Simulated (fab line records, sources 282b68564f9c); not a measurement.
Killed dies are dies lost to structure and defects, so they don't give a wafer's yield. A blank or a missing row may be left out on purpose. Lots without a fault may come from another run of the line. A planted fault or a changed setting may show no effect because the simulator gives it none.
Which tool did it? | flow rit_cmos | 7 lots, 21 wafers sampled, at 1 step of a route of 202

WHAT THE GAUGES READ, wafer by wafer
RIT_PLDD_TW_MEAS_10.
lot  | measured    | on            | PLDD_TW
L385 | day 3 11:41 | film_metro-01 | 2336 2330 2345
L388 | day 4 01:58 | film_metro-03 | 2376 2378 2388
L390 | day 4 12:44 | film_metro-01 | 2331 2328 2333
L395 | day 5 12:39 | film_metro-03 | 2363 2358 2371
L398 | day 6 10:05 | film_metro-03 | 2370 2364 2361
L404 | day 7 23:05 | film_metro-03 | 2389 2375 2377
L406 | day 8 11:32 | film_metro-03 | 2361 2351 2353

WHICH TOOL RAN EACH LOT (tool, then ch and the chambers of the sampled wafers, then the start)
The record holds no process step before these readings.

THE ANSWER, worked out from the rows above alone
Rule: what is usual is taken from the lots themselves. Put in order of their means at a reading, lots are off if they are a third of the lots or fewer, leave a main group of 4 or more, and stand apart from it by a gap of 3 or more times the standard deviation of the main group's means; of several such gaps the widest counts. A main group whose means are all the same, to the digits that the tables above print for the reading, isn't used. A lot without any number at a reading at which 4 lots or more have one is off too. The other lots that the step has rows for count as sound.
No lot is off at any reading shown: from this, nothing can be told.

WHAT THE SIMULATOR HAD PUT IN
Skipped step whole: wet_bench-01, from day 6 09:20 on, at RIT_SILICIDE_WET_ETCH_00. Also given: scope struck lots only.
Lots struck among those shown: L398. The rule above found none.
